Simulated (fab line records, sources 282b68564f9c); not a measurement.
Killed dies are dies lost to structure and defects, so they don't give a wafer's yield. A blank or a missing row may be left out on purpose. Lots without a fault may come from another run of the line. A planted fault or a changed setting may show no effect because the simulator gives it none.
fab line records | flow rit_cmos
record lots=14 wafers=42 last_day=7
route steps=202 shown PWELL@48
lots that met no fault: from a run of the same line without faults
start_h: hours from the record's first day to the start of the lot's first wafer shown | wait_h: hours since the lot's step before | " the same as in the row above | L1.1+2: a row that stands for several wafers | - no value, or no start given | * or withheld: withheld | < > ~ a bound
route shown NAME@n: a module of which the file shows steps, and the number in the route of the first | usual: mean/standard deviation of fault-free wafers | same: alike in all rows | chamber/n: place in a boat | sites: the reading at each site | _std_site: their standard deviation | _edge_site: outer sites' mean less inner sites' | radius_mm: how far each site lies from the wafer's centre | mask NAME#n: copy n | behind: the tool/chamber that last shaped the wafer | hold: why the lot was held/for how many hours/how that ended | device: the transistor (n, p or np) that didn't switch | end of line: the same wafers' tests at the end of the route | a step without rows: its recipe alone | killed: dies lost to structure and defects at the first sort, not the wafer's yield | map: a wafer's dies, x killed, . not, _ none there
set.NAME: the setting as run; set.NAME@STEP: as run at that earlier step | model.NAME: the simulator's own value behind a step, which no gauge read
steps of the route over a sample of lots; a table a step, a row a wafer
services: from which hour (start_h, from the record's first day; less than 0 if before it) a tool's chamber was out of use, for how many hours, and why
## steps
# step RIT_PWELL_STRIP_09
# recipe chemistry=O2 time_s=180 resist=NOVOLAK platen_temp_c=withheld power_w=500 pressure_mtorr=4000 o2_flow_sccm=4000
# usual chamber_pressure_mTorr=4000/3.5 drypump_motor_current_A=5.4/0.5 o2_flow_sccm=4003/12
# columns lot.wafer tool chamber start_h wait_h chamber_pressure_mTorr drypump_motor_current_A o2_flow_sccm rf_hours_counter_h
L151.1 plasma_asher-03 0 27.32 0.1 4001 5.7 4005 39
L151.2 " 1 " " 4001 4.9 3989 39
L151.4 " 1 " " 3999 4.9 4005 -
L152.3 plasma_asher-03 1 32.69 0.1 4006 4.9 4017 -
L152.4 " 0 " " 3996 5.7 4010 -
L152.5 " 0 " " 4003 5.7 4004 -
L154.1 plasma_asher-04 1 44.69 0.1 3999 5.0 4023 40
L154.4 " 1 " " 4002 5.0 3999 -
L154.5 " 1 " " 3999 5.0 4005 -
L156.3 plasma_asher-03 1 52.30 0.1 3999 4.9 4022 -
L156.4 " 0 " " 4002 5.7 3996 -
L156.5 " 0 " " 4000 5.7 4002 -
L157.1 plasma_asher-04 0 57.19 0.1 3994 6.2 4004 42
L157.3 " 0 " " 3997 6.2 4010 -
L157.5 " 1 " " 3998 5.0 4006 -
L160.2 plasma_asher-03 1 73.19 0.1 - - - -
L160.4 " 0 " " - - - -
L160.5 " 1 " " - - - -
L161.4 plasma_asher-03 0 81.48 0.1 - - - -
L161.5 " 0 " " - - - -
L161.6 " 1 " " - - - -
L167.1 plasma_asher-01 0 108.70 0.1 3998 5.3 3992 48
L167.2 " 1 " " 4006 4.8 4015 48
L167.5 " 0 " " 4004 5.3 3995 -
L168.1 plasma_asher-04 1 113.77 0.1 4004 5.0 3994 47
L168.3 " 1 " " 3998 5.0 4005 -
L168.5 " 0 " " 4002 6.1 3999 -
L169.1 plasma_asher-03 1 119.11 0.1 3999 4.9 4002 50
L169.4 " 1 " " 3996 5.0 4001 -
L169.5 " 0 " " 3993 5.7 3993 -
L170.1 plasma_asher-04 0 122.61 0.1 4002 6.2 4002 49
L170.2 " 1 " " 4003 5.0 3996 49
L170.6 " 1 " " 4001 5.0 4013 -
L171.1 plasma_asher-04 0 127.42 0.1 4002 6.1 3997 50
L171.2 " 1 " " 4000 5.0 4028 50
L171.5 " 0 " " 4002 6.1 4001 -
L172.2 plasma_asher-04 1 133.42 0.2 4004 5.0 3995 50
L172.3 " 0 " " 4005 6.2 3990 -
L172.5 " 0 " " 3994 6.1 3998 -
L173.1 plasma_asher-03 1 138.72 0.1 3993 4.9 3978 52
L173.2 " 0 " " 3999 5.7 3994 52
L173.4 " 0 " " 4001 5.7 3999 -
## services
# columns tool chamber start_h hours kind
plasma_asher-03 - 12.93 5.3 repair
plasma_asher-03 - 63.43 0.4 repair
plasma_asher-01 - 108.87 9.0 pm
plasma_asher-01 0 108.87 9.0 vent_cycle
plasma_asher-01 1 108.87 9.0 vent_cycle
plasma_asher-01 - 117.87 2.8 pm
plasma_asher-01 0 117.87 - clean
plasma_asher-01 1 117.87 - clean
plasma_asher-01 - 120.62 14.6 pm
## key
first_sign step=RIT_PWELL_STRIP_09 reading=tool_record direction=missing
effect none on later readings
met_at RIT_PWELL_STRIP_09
struck_lots L160,L161
later_rows_left_out L160.2,L160.4,L160.5,L161.4,L161.5,L161.6
sort_left_out L160.2,L160.4,L160.5,L161.4,L161.5,L161.6
tester_left_out L160,L161
onset_between 52.30 73.19
fault kind=skipped_step_whole tool=plasma_asher-03 chamber=- onset_h=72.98 steps=RIT_PWELL_STRIP_09 scope=struck_lots_only
# tester_left_out: of these lots the tester's yield and bins aren't shown, on N5 and GAA mostly nor the transistor test; their killed dies are dies lost to structure and defects alone, not to doping, threshold or leakage, so they don't give the yield
# sort_left_out: the simulated sort isn't trusted on such a fault, so these wafers' sort isn't shown, and their yield isn't known
# later_rows_left_out: the simulator's readings of these wafers behind a module that went badly wrong aren't trusted and aren't shown, but for the sort
